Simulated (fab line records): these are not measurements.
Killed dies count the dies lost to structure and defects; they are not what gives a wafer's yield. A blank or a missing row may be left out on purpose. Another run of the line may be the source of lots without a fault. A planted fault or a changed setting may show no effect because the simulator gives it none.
Code-filled problem report in 8D (eight disciplines) form    flow rit-cmos    the parts of the form that need people (team, actions taken, sign-off) are left out

## 1. PROBLEM STATEMENT
M1_AL_RS at RIT_M1_RS_MEAS_01 reads a mean of 0.0828 ohm/sq on 6 wafers of 2 lots; wafers without a fault read 0.0733 ohm/sq with a standard deviation of 0.00079. That puts it +12 standard deviations away from the usual mean.
The step: measures by four-point-probe.
Earliest sighting: wafer L334.1 on film-metro-03 at day 6 14:28. The record has a number at this step for 42 wafers belonging to 14 lots. The rule behind "out" and "out of limits": a value lying over 4 standard deviations away from the usual mean. The rest of the wafers with a number are treated as sound.

## 2. WHAT IT IS, WHAT IT ISN'T
question                     is                            is not
which readings at this step  M1_AL_RS                      -
which lots                   L334, L336                    L319, L320, L321, L322, L323, L324, L326, L328, L329, L330, L331, L335
which wafers of those lots   all that have a number        -
read on which gauges         film-metro-02, film-metro-03  film-metro-01
when                         from day 6 14:28              up to then (33 sound wafers); but 3 sound wafers of L335 came after

## 3. WHAT RULES OUT EACH SUSPECT
Counting: any tool at a process step up to the reading is kept as a suspect provided that every lot that is out went through it and no sound lot did after the first of them.
- the gauge at RIT_M1_RS_MEAS_01 is ruled out. The wafers that are out were read on 2 gauges (film-metro-02, film-metro-03).
- pvd-sputter-02 at RIT_M1_SPUTTER_00 (material Al, target thk 400 nm, time 500 s): kept. Every lot that is out went through it, starting with L334 (day 6 14:10), and after that it ran no sound lot; the last sound lot it ran before then is L330 (day 5 17:41).
After counting, what remains is pvd-sputter-02 at RIT_M1_SPUTTER_00.

## 4. THE CAUSE (what the simulator had put in)
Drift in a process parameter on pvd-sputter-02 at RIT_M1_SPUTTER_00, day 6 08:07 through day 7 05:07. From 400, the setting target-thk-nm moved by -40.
The count eliminated every tool but this one.

## 5. SEQUENCE OF EFFECTS, ordered by route
Rows list readings where the struck wafers' mean (over those with a number) sits beyond 3 standard deviations from the usual. Only readings whose record carries a usual standard deviation are examined. hours: median over the lots of the time between each lot's start at the first step of this table that gives one and its start at this step. sigmas: the change, counted in usual standard deviations.
hours  step                  reading         usual          on struck wafers  change   sigmas
0      RIT_M1_RS_MEAS_01     M1_AL_RS        0.0733 ohm/sq  0.0828            +0.0095  +12
0      RIT_M1_THK_MEAS_02    M1_AL_THK       402 nm         358               -44      -9.8
2      RIT_M1_METAL_ETCH_12  oes-product-au  0.777 a.u.     0.726             -0.051   -5.1
It contains these process steps:
- RIT_M1_METAL_ETCH_12: etches Al in Cl2/BCl3, stops on SiO2, time 165 s, target depth 600 nm.

## 6. HOW IT WOULD HAVE BEEN CAUGHT EARLIER
The first out-of-limits reading at a measuring or inspecting step in this record came at day 6 14:28, 6 hours after the fault's start at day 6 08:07.
No tool reading at RIT_M1_SPUTTER_00 that has a usual standard deviation in the record was out on any struck wafer, so an alarm limit of 4 standard deviations on those readings would not have fired.
L336, from the lots that are out (2), started RIT_M1_SPUTTER_00 on pvd-sputter-02 later than day 6 14:28. Putting the tool on hold at that point would have spared it.
